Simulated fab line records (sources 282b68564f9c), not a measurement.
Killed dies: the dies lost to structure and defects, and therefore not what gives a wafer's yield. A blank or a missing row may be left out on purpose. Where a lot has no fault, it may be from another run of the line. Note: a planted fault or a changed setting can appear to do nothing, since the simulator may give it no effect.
The tool behind it: which one? + flow rit_cmos + route of 202 steps, sampled at 1 step: 14 lots, 42 wafers

## WHAT THE GAUGES SHOWED, per wafer
No reading from a measuring or inspecting step in the record can be judged against a usual standard deviation.

## TOOL THAT RAN EACH LOT (tool first, then ch and the chambers of the sampled wafers, then the start)
| lot  | RIT_PLDD_HARDBAKE_07             |
|------|----------------------------------|
| L231 | litho_track-01 ch 0, day 3 14:10 |
| L233 | litho_track-01 ch 0, day 3 23:49 |
| L235 | litho_track-02 ch 0, day 4 09:28 |
| L236 | litho_track-02 ch 0, day 4 15:04 |
| L237 | litho_track-01 ch 0, day 4 18:56 |
| L239 | litho_track-04 ch 0, day 5 03:53 |
| L240 | litho_track-01 ch 0, day 5 09:02 |
| L241 | litho_track-04 ch 0, day 5 12:16 |
| L242 | litho_track-01 ch 0, day 5 16:55 |
| L244 | litho_track-02 ch 0, day 5 22:56 |
| L243 | litho_track-01 ch 0, day 5 23:05 |
| L250 | litho_track-02 ch 0, day 7 05:34 |
| L252 | litho_track-02 ch 0, day 7 22:57 |
| L253 | litho_track-02 ch 0, day 7 23:12 |
- RIT_PLDD_HARDBAKE_07: time 60 s.

## WHAT THE TOOLS THEMSELVES READ (means of the sampled wafers that have a number; where no wafer has one, the mark that the record gives instead)
RIT_PLDD_HARDBAKE_07. Usual: heater_power_total_W 62.55 W, standard deviation 0.048; plate_temp_C 139.98 C, standard deviation 0.14.
| lot  | tool           | heater_power_total_W (W) | plate_temp_C (C) | flag |
|------|----------------|--------------------------|------------------|------|
| L231 | litho_track-01 | 62.53                    | 139.88           |      |
| L233 | litho_track-01 | 62.56                    | 140.10           |      |
| L235 | litho_track-02 | 62.58                    | 139.90           |      |
| L236 | litho_track-02 | 62.59                    | 139.87           |      |
| L237 | litho_track-01 | 62.51                    | 140.05           |      |
| L239 | litho_track-04 | 62.56                    | 140.03           |      |
| L240 | litho_track-01 | 62.56                    | 139.92           |      |
| L241 | litho_track-04 | 62.54                    | 139.86           |      |
| L242 | litho_track-01 | 59.57                    | 134.69           | OFF  |
| L244 | litho_track-02 | 62.56                    | 139.87           |      |
| L243 | litho_track-01 | 59.55                    | 134.71           | OFF  |
| L250 | litho_track-02 | 62.54                    | 139.91           |      |
| L252 | litho_track-02 | 62.56                    | 140.00           |      |
| L253 | litho_track-02 | 62.52                    | 140.14           |      |

## THE ANSWER, worked out from the rows above alone
Rule: a lot counts as off when the mean over its wafers that have a number is more than 3 standard deviations away from the usual mean. Also off: a lot with no number at a reading for which 4 or more lots have one. Any other lot the step has rows for is counted as sound. After the gauges, taken in route order, come the tools' own readings; for these a lot's mean is taken, as printed above. The first step at which some lot is off is used, and at that step the reading that is off furthest; a lot without a number counts as furthest.
Off: L242, L243, at RIT_PLDD_HARDBAKE_07 (heater_power_total_W).
A tool fits if, at that step or a process step before it, it ran every lot that is off, and no sound lot after the first of them. One fits: RIT_PLDD_HARDBAKE_07 on litho_track-01. Its last sound lot is L240 (day 5 09:02), its first lot that is off L242 (day 5 16:55): a fault that began between those two fits.
The tool's own readings at RIT_PLDD_HARDBAKE_07 bear it out: on the lots that are off they differ by more than 5 times the standard deviation of the sound lots' means. heater_power_total_W reads 59.56 W there against 62.55 W on the sound lots; plate_temp_C reads 134.70 C there against 139.96 C on the sound lots.

## WHAT THE SIMULATOR HAD PUT IN
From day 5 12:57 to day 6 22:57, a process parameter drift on litho_track-01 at RIT_PLDD_HARDBAKE_07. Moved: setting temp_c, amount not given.
Struck lots among those shown: L242, L243. The rule above found the same.
